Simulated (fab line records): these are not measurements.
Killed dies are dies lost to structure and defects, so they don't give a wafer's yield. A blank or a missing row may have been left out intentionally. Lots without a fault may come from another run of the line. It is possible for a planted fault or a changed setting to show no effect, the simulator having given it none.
Which tool is to blame?	flow berkeley cmos170	16 lots with 48 wafers sampled at 5 steps, on a route of 331 steps

== WHAT THE GAUGES SHOWED, per wafer ==
UCB170_START_BOW_MEAS_00.
lot	measured	on	INCOMING_BOW (um)
L312	day 1 10:00	film metro-02	12 -5 2
L313	day 1 15:01	film metro-04	4 -8 5
L314	day 1 20:01	film metro-04	-7 -2 -7
L315	day 2 01:01	film metro-04	3 4 -7
L316	day 2 06:00	film metro-01	-6 -4 -4
L317	day 2 11:01	film metro-04	3 -3 5
L318	day 2 16:01	film metro-04	-1 -6 -1
L319	day 2 21:02	film metro-01	7 3 -2
L320	day 3 02:02	film metro-04	8 2 7
L321	day 3 07:00	film metro-01	-10 2 4
L322	day 3 12:00	film metro-02	-9 0 -7
L323	day 3 17:01	film metro-04	-6 -4 -7
L324	day 3 22:00	film metro-04	-9 1 2
L325	day 4 03:05	film metro-02	4 -2 5
L326	day 4 08:05	film metro-01	-6 6 13
L335	day 6 05:00	film metro-01	2 1 4

UCB170_ACTIVE_THK_MEAS_03.
lot	measured	on	ACTIVE_OXIDE_THK (nm)
L312	day 3 19:46	film metro-02	25.9 25.4 26.5
L313	day 4 09:50	film metro-04	26.8 27.0 26.6
L314	day 5 03:17	film metro-01	26.6 26.3 26.4
L315	day 5 03:17	film metro-02	26.1 26.1 25.9
L316	day 5 03:16	film metro-04	26.1 26.2 26.2
L317	day 5 15:17	film metro-04	26.6 26.7 26.3
L318	day 5 15:17	film metro-02	26.4 25.8 27.0
L319	day 5 15:17	film metro-01	26.5 26.6 26.6
L320	day 6 08:07	film metro-04	25.8 25.9 25.8
L321	day 6 08:05	film metro-01	25.9 25.9 26.1
L322	day 6 18:11	film metro-02	26.3 26.5 25.8
L323	day 7 04:48	film metro-02	25.8 26.1 25.9
L324	day 7 04:47	film metro-01	26.1 26.4 26.0
L325	day 7 04:47	film metro-04	26.6 26.4 26.5
L326	day 7 23:25	film metro-04	26.5 26.5 26.5
L335	day 9 18:19	film metro-01	26.9 26.9 26.9

UCB170_GATE_THK_MEAS_05.
lot	measured	on	GATE_POLY_THK (nm)
L312	day 6 14:07	film metro-04	215.9 214.9 214.4
L313	day 7 02:35	film metro-03	214.2 214.2 215.6
L314	day 8 08:14	film metro-04	211.8 211.7 211.0
L315	day 8 08:14	film metro-01	213.5 211.4 211.8
L316	day 8 08:14	film metro-03	217.0 217.4 216.9
L317	day 8 17:44	film metro-04	213.0 212.8 213.4
L318	day 8 17:37	film metro-01	214.9 214.0 214.6
L319	day 8 17:41	film metro-01	213.3 215.6 214.9
L320	day 9 06:54	film metro-03	213.3 214.9 213.0
L321	day 9 06:53	film metro-01	215.0 215.1 213.3
L322	day 9 18:02	film metro-03	106.6 108.2 105.9
L323	day 9 18:04	film metro-04	109.9 109.1 110.5
L324	day 9 18:06	film metro-03	108.8 109.8 110.3
L325	day 9 18:03	film metro-01	108.8 109.1 109.3
L326	day 10 19:00	film metro-04	215.1 215.5 217.5
L335	day 12 19:55	film metro-01	214.3 214.5 217.3

== WHICH TOOL RAN EACH LOT (tool, then ch and the chambers of the sampled wafers, then the start) ==
lot	UCB170_ACTIVE_STRIP_16	UCB170_GATE_CVD_04
L312	plasma asher-03 ch 0,1, day 4 06:59	lpcvd-01 ch 0, day 6 12:40
L313	plasma asher-01 ch 0,1, day 4 20:02	lpcvd-02 ch 0, day 7 01:10
L314	plasma asher-01 ch 0,1, day 5 13:12	lpcvd-02 ch 0, day 8 06:08
L315	plasma asher-01 ch 0,1, day 5 13:39	lpcvd-02 ch 0, day 8 06:08
L316	plasma asher-02 ch 0,1, day 5 13:29	lpcvd-02 ch 0, day 8 06:08
L317	plasma asher-02 ch 1, day 6 00:44	lpcvd-02 ch 0, day 8 16:13
L318	plasma asher-01 ch 0,1, day 6 00:28	lpcvd-02 ch 0, day 8 16:13
L319	plasma asher-03 ch 0,1, day 6 00:19	lpcvd-02 ch 0, day 8 16:13
L320	plasma asher-03 ch 0,1, day 6 18:23	lpcvd-01 ch 0, day 9 05:29
L321	plasma asher-02 ch 0,1, day 6 18:54	lpcvd-01 ch 0, day 9 05:29
L322	plasma asher-01 ch 0,1, day 7 03:05	lpcvd-01 ch 0, day 9 16:38
L323	plasma asher-01 ch 0,1, day 7 15:58	lpcvd-01 ch 0, day 9 16:38
L324	plasma asher-03 ch 0,1, day 7 15:20	lpcvd-01 ch 0, day 9 16:38
L325	plasma asher-02 ch 0,1, day 7 15:37	lpcvd-01 ch 1, day 9 16:38
L326	plasma asher-02 ch 0,1, day 8 12:16	lpcvd-02 ch 0, day 10 17:35
L335	plasma asher-01 ch 0,1, day 10 04:08	lpcvd-01 ch 0, day 12 18:31
- UCB170_ACTIVE_STRIP_16: strips in O2.
- UCB170_GATE_CVD_04: deposits poly-Si from SiH4, time 1440 s, target thk 214 nm.

== AS READ BY THE TOOLS THEMSELVES (means over the sampled wafers that have a number; for cases with no such wafer, the mark the record gives instead) ==
UCB170_ACTIVE_STRIP_16.
lot	tool	drypump motor current A (A)	o2 flow sccm (sccm)	oes product au (a.u.)	strip time to endpoint s (s)
L312	plasma asher-03	6.12	401.0	0.723	18.12
L313	plasma asher-01	6.28	401.0	0.715	18.02
L314	plasma asher-01	6.24	399.4	0.716	18.12
L315	plasma asher-01	6.25	401.2	0.720	18.02
L316	plasma asher-02	5.86	400.2	0.719	18.10
L317	plasma asher-02	5.69	399.6	0.714	18.06
L318	plasma asher-01	6.26	400.3	0.725	18.20
L319	plasma asher-03	6.09	400.4	0.719	18.04
L320	plasma asher-03	6.10	398.8	0.723	18.00
L321	plasma asher-02	6.04	400.9	0.720	18.02
L322	plasma asher-01	6.27	401.2	0.716	18.05
L323	plasma asher-01	6.26	400.4	0.718	18.04
L324	plasma asher-03	6.11	400.0	0.718	18.06
L325	plasma asher-02	5.85	400.2	0.728	18.14
L326	plasma asher-02	6.05	399.1	0.723	18.06
L335	plasma asher-01	6.27	399.8	0.719	18.16

UCB170_GATE_CVD_04.
lot	tool	sih4 flow sccm (sccm)	spike tc load C (C)	zone power load pct (%)
L312	lpcvd-01	120.1	634.0	12.1
L313	lpcvd-02	120.1	632.6	14.6
L314	lpcvd-02	120.1	633.4	14.3
L315	lpcvd-02	120.0	633.2	14.6
L316	lpcvd-02	120.2	633.9	14.6
L317	lpcvd-02	119.4	633.4	14.6
L318	lpcvd-02	119.7	633.5	14.5
L319	lpcvd-02	120.5	633.1	14.5
L320	lpcvd-01	120.2	634.1	12.1
L321	lpcvd-01	120.1	634.3	12.1
L322	lpcvd-01	59.8	634.2	12.0
L323	lpcvd-01	59.9	634.8	12.0
L324	lpcvd-01	59.8	634.8	12.2
L325	lpcvd-01	60.2	634.8	12.4
L326	lpcvd-02	120.2	632.7	14.6
L335	lpcvd-01	119.3	634.7	12.1

== THE ANSWER, worked out from the rows above alone ==
Rule: what is usual is taken from the lots themselves. Put in order of their means at a reading, lots are off if they are a third of the lots or fewer, leave a main group of 4 or more, and stand apart from it by a gap of 3 or more times the standard deviation of the main group's means; of several such gaps the widest counts. A main group is skipped when, at the precision printed for the reading in the tables above, its means are all equal. A lot without any number at a reading at which 4 lots or more have one is off too. Any other lot the step has rows for is counted as sound. After the gauges, taken in route order, come the tools' own readings; for these a lot's mean is taken, as printed above. At the first step where some lot is off, the reading lying furthest off is the one used; lots without a number count as furthest.
Off: L322, L323, L324, L325, seen at UCB170_GATE_THK_MEAS_05 (GATE_POLY_THK). Main group: mean 214.4 nm, sd 1.5.
A tool fits if, at a process step before that reading, it ran every lot that is off, and no sound lot after the first of them. The gauges at UCB170_GATE_THK_MEAS_05 aren't tried: what is off there is off at UCB170_GATE_CVD_04 too, on other tools, and a gauge's error can't cause that. None of those tried fits.

== WHAT WAS PUT IN BY THE SIMULATOR ==
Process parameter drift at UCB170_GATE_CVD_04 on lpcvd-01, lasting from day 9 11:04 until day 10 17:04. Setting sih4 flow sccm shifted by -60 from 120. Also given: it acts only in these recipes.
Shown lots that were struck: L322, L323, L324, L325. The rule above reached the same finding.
